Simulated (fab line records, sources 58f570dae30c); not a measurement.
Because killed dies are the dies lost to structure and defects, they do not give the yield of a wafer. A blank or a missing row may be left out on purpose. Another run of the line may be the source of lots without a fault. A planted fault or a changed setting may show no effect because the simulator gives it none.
One fault through the eyes of 2 desks | flow berkeley_cmos170 | every desk sees just its own numbers, and what lay behind them comes last

== THE METROLOGY DESK ==
Means of the sampled wafers that have a number, per lot and without regard to the tool the lot ran on: this is what the gauges read. Marked OUT: a lot whose mean sits more than 4 standard deviations from the usual mean, which makes it out of limits; the brackets give that distance.
Columns: A = cd_nm at UCB170_M3_CD_MEAS_15, usual 700.0 nm; B = M3_OVL at UCB170_M3_OVL_MEAS_16, usual 1 nm
lot  | first seen here | A     | B
L556 | day 8 19:35     | 701.5 | -4
L559 | day 9 17:19     | 700.5 | 1
L561 | day 9 17:25     | 700.6 | 2
L562 | day 10 18:23    | 699.0 | -7
L569 | day 11 17:56    | 701.2 | 5
L574 | day 13 04:03    | 701.0 | 3
Result from this desk: across the 6 lots, nothing is out of limits.

== TOOL OWNER'S DESK, rie_metal-02 ==
The tool's own readings at UCB170_M3_METAL_ETCH_18 (etches Al in Cl2/BCl3, stops on SiO2, target depth 1170 nm, time 200.3 s): means of the sampled wafers that have a number, for each lot that ran on this tool. Marked OUT: a lot whose mean sits more than 4 standard deviations from the usual mean, which makes it out of limits; the brackets give that distance.
Columns: A = chamber_pressure_mTorr at UCB170_M3_METAL_ETCH_18, usual 11.999 mTorr; B = drypump_motor_current_A at UCB170_M3_METAL_ETCH_18, usual 5.8 A; C = oes_product_au at UCB170_M3_METAL_ETCH_18, usual 0.861 a.u.; D = throttle_valve_pct at UCB170_M3_METAL_ETCH_18, usual 24.39 %
lot  | first seen here | A      | B   | C     | D
L556 | day 8 19:48     | 12.007 | 6.3 | 0.860 | 24.42
L561 | day 9 17:36     | 12.010 | 6.5 | 0.858 | 24.39
L562 | day 10 18:34    | 11.991 | 6.5 | 0.862 | 24.38
Result from this desk: across the 3 lots, nothing is out of limits.

== TAKEN TOGETHER ==
From the metrology desk's view, nothing was out of limits.
Nothing out of limits was seen by the tool owner's desk.

== WHAT THE SIMULATOR HAD PUT IN ==
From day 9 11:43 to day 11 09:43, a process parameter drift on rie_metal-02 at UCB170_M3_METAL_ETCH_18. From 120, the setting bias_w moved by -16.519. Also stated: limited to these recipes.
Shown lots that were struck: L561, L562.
